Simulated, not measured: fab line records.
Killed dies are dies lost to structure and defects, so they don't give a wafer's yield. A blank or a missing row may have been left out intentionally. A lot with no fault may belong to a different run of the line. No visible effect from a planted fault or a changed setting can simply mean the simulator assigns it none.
One fault through the eyes of 2 desks -- flow ritCmos -- every desk sees just its own numbers, and what lay behind them comes last

DESK OF THE TOOL OWNER: plasmaAsher-01
The tool's own readings at RIT_M1_STRIP_14 (strips in O2, time 180 s): means of the sampled wafers that have a number, for each lot that ran on this tool. If a lot's mean is further than 4 standard deviations from the usual mean, the lot is out of limits and carries the mark OUT (the distance appears in the brackets).
Columns: A = drypumpMotorCurrentA at RIT_M1_STRIP_14, usual 5.7 A; B = runLengthS at RIT_M1_STRIP_14, usual 208.32 s
lot,first seen here,A,B
L742,day 3 23:22,5.4,208.33
L746,day 4 19:36,5.7,208.33
L753,day 6 07:01,5.8,208.31
L757,day 7 20:08,5.4,258.16 (+99 or more) OUT
L759,day 7 23:49,5.6,258.05 (+99 or more) OUT
L761,day 8 11:57,5.6,257.96 (+99 or more) OUT
This desk's finding: out of limits on L757, L759, L761; first on L757, day 7 20:08 (runLengthS at RIT_M1_STRIP_14). In limits: L742, L746, L753.

AT THE METROLOGY DESK
Lot by lot, what the gauges showed, no matter which tool ran the lot: averages of those sampled wafers that carry a number. If a lot's mean is further than 4 standard deviations from the usual mean, the lot is out of limits and carries the mark OUT (the distance appears in the brackets).
Columns: A = CONTACT_TEOS_THK at RIT_CONTACT_THK_MEAS_01, usual 401 nm; B = cdNm at RIT_CONTACT_CD_MEAS_08, usual 998.9 nm; C = M1_BOW at RIT_M1_BOW_MEAS_16, usual 18 um
lot,first seen here,A,B,C
L741,day 3 09:08,400,1000.1,17
L742,day 3 18:48,401,996.2,19
L743,day 4 00:55,406,998.8,11
L744,day 4 07:05,404,997.9,23
L745,day 4 10:05,401,1002.1,16
L746,day 4 14:46,398,994.4,19
L747,day 4 19:54,392,995.7,16
L749,day 5 08:29,403,996.9,13
L750,day 5 14:58,401,998.6,19
L753,day 6 02:37,402,996.8,22
L755,day 6 17:17,399,1000.5,22
L757,day 7 15:13,405,999.2,16
L759,day 7 19:18,401,998.8,10
L761,day 8 07:20,405,1001.5,19
L763,day 8 20:11,406,999.7,12
This desk found nothing out of limits on any of the 15 lots.

PUT TOGETHER
An alarm could have come from the tool owner's desk at day 7 20:08, on L757, L759, L761.
Metrology desk: nothing out of limits seen.
The metrology desk has L757, L759, L761 on record, within its limits.
RIT_M1_STRIP_14 was run on plasmaAsher-01 by each of the lots named.

WHAT THE SIMULATOR HAD PUT IN
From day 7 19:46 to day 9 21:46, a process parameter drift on plasmaAsher-01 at RIT_M1_STRIP_14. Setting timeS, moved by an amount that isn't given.
Struck lots among those shown: L757, L759, L761.
Time in hours from fault onset to the first out-of-limits reading at each desk: the tool owner's desk, 0.
